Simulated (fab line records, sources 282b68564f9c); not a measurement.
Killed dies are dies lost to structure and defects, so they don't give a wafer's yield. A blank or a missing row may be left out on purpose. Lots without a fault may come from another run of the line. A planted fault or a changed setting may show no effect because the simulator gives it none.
A struck lot beside a sound one | flow rit_cmos | 15 steps out of a route of 202
Sound: wafers L710.2, L710.4, L710.6. Struck: wafer L722.3. (L722.2, L722.6 of the same lot were not struck and are left out.) The cause comes at the end.
At each step with rows: each side's tool, then ch and its chambers, then its first start. Under that, the readings that differ: sound wafers | struck wafers | difference of the means | sigmas: that difference in standard deviations of wafers without a fault.
alike: readings whose means differ by less than 2 such deviations, and words and numbers that are the same on both sides. not compared: withheld readings, readings that some wafer has no value for, bounds like >300 that may hide the same value, and numbers for which the record gives no deviation and whose values overlap.
The two part at a step that has a row with sigmas, a row that says differs or no value, or rows on one side only. Numbers that don't overlap but have no deviation are shown without sigmas and don't part them. A reading that every wafer of one side lacks parts them only if that side has two wafers or more.

RIT_M1_SPUTTER_00: material Al, target thk 400 nm, time 500 s.
  sound on pvd_sputter-01, day 5 06:43; struck on pvd_sputter-03, day 8 02:19
  alike: throttle_valve_pct
RIT_M1_RS_MEAS_01: measures by four-point-probe.
  sound on film_metro-02, day 5 07:01; struck on film_metro-03, day 8 02:38
  alike: M1_AL_RS
RIT_M1_THK_MEAS_02: measures by xrf.
  sound on film_metro-02, day 5 07:08; struck on film_metro-03, day 8 02:44
  alike: M1_AL_THK
then, 6 steps without rows for these wafers: RIT_M1_HMDS_03 (prime time 60 s); RIT_M1_COAT_04 (resist thk 1300 nm); RIT_M1_SOFTBAKE_05 (time 60 s); RIT_M1_EXPOSE_06 (exposes mask M12, target cd 2600 nm); RIT_M1_PEB_07; RIT_M1_DEVELOP_08 (develop time 68 s).
RIT_M1_CD_MEAS_09: target cd 2600 nm.
  sound on cd_sem-01, day 5 08:13; struck on cd_sem-01, day 8 03:56
  alike: cd_nm
RIT_M1_OVL_MEAS_10:
  sound on overlay-01, day 5 08:19; struck on overlay-01, day 8 04:02
  alike: M1_OVL
then, 1 step without rows for these wafers: RIT_M1_HARDBAKE_11 (time 120 s).
RIT_M1_METAL_ETCH_12: etches Al in Cl2/BCl3, stops on SiO2, time 165 s, target depth 600 nm.
  sound on rie_metal-04 ch 0,1, day 5 08:36; struck on rie_metal-02 ch 0, day 8 04:19
  reading                                 | sound                | struck | difference | sigmas
  chamber_pressure_mTorr (mTorr)          | 104.02 103.98 104.04 | 103.79 | -0.22      | -2
  oes_product_au (a.u.)                   | 0.766 0.764 0.755    | 0.983  | +0.221     | +26
  run_length_s (s)                        | 193.65 193.51 193.27 | 152.12 | -41.36     | -99 or more
  model.NOVOLAK_of_M1_COAT_04.thk_nm (nm) | 786.8 803.3 806.9    | 897    | +98        |
  model.M1.feature_depth_nm (nm)          | 427 424.4 421.4      | 410    | -14        |
  alike: drypump_motor_current_A, throttle_valve_pct
  not compared: rf_hours_counter_h
then, 1 step without rows for these wafers: RIT_M1_STRIP_13 (strips in nmp, time 600 s).
RIT_M1_PROBE_99:
  sound on prober-02, day 5 10:54; struck on prober-02, day 8 06:50
  reading                                        | sound                       | struck    | difference | sigmas
  killed_short                                   | 0 5 2                       | 6         | +4         | +2
  model.etest.tester.sort_n_pass                 | 263 257 260                 | 54        | -206       |
  model.etest.tester.sort_yield_pct (%)          | 99.62 97.35 98.48           | 20.45     | -78.03     |
  model.etest.m1_comb_over_steps.leak_log10_a_um | -12.85 -12.96 -12.72        | -9.555    | +3.288     |
  model.etest.antenna_m1.vt_shift_v (V)          | -0.01003 -0.009759 -0.01006 | -0.002717 | +0.007233  |
  alike: defect_limited_yield, killed_at_front_end, killed_dies, killed_open

WHERE THEY PART
First at RIT_M1_METAL_ETCH_12; last, within this record, at RIT_M1_PROBE_99.

WHY: what the simulator had put in
Process parameter drift: rie_metal-02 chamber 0, from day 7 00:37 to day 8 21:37, at RIT_M1_METAL_ETCH_12. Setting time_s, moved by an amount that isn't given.
